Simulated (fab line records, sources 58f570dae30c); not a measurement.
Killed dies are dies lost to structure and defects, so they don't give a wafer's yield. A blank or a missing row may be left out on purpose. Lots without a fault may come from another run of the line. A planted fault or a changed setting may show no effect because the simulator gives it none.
Which tool did it? | flow berkeley_cmos170 | 7 lots, 21 wafers sampled, at 1 step of a route of 331

WHAT THE GAUGES READ, wafer by wafer
UCB170_M1_CD_MEAS_09: target cd 700 nm.
lot  | measured     | on        | cd_nm (nm)
L361 | day 9 14:38  | cd_sem-02 | 700.4 698.8 697.3
L358 | day 9 14:53  | cd_sem-02 | 701.1 702.7 701.5
L364 | day 9 15:13  | cd_sem-02 | 700.4 700.2 701.4
L365 | day 10 06:32 | cd_sem-01 | 695.4 697.5 696.1
L369 | day 10 19:19 | cd_sem-01 | 702.5 701.8 701.3
L371 | day 11 02:56 | cd_sem-01 | 699.9 700.7 700.5
L377 | day 12 07:19 | cd_sem-01 | 700.1 700.2 699.6

WHICH TOOL RAN EACH LOT (tool, then ch and the chambers of the sampled wafers, then the start)
The record holds no process step before these readings.

THE ANSWER, worked out from the rows above alone
Rule: what is usual is taken from the lots themselves. Put in order of their means at a reading, lots are off if they are a third of the lots or fewer, leave a main group of 4 or more, and stand apart from it by a gap of 3 or more times the standard deviation of the main group's means; of several such gaps the widest counts. A main group whose means are all the same, to the digits that the tables above print for the reading, isn't used. A lot without any number at a reading at which 4 lots or more have one is off too. The other lots that the step has rows for count as sound.
No lot is off at any reading shown: from this, nothing can be told.

WHAT THE SIMULATOR HAD PUT IN
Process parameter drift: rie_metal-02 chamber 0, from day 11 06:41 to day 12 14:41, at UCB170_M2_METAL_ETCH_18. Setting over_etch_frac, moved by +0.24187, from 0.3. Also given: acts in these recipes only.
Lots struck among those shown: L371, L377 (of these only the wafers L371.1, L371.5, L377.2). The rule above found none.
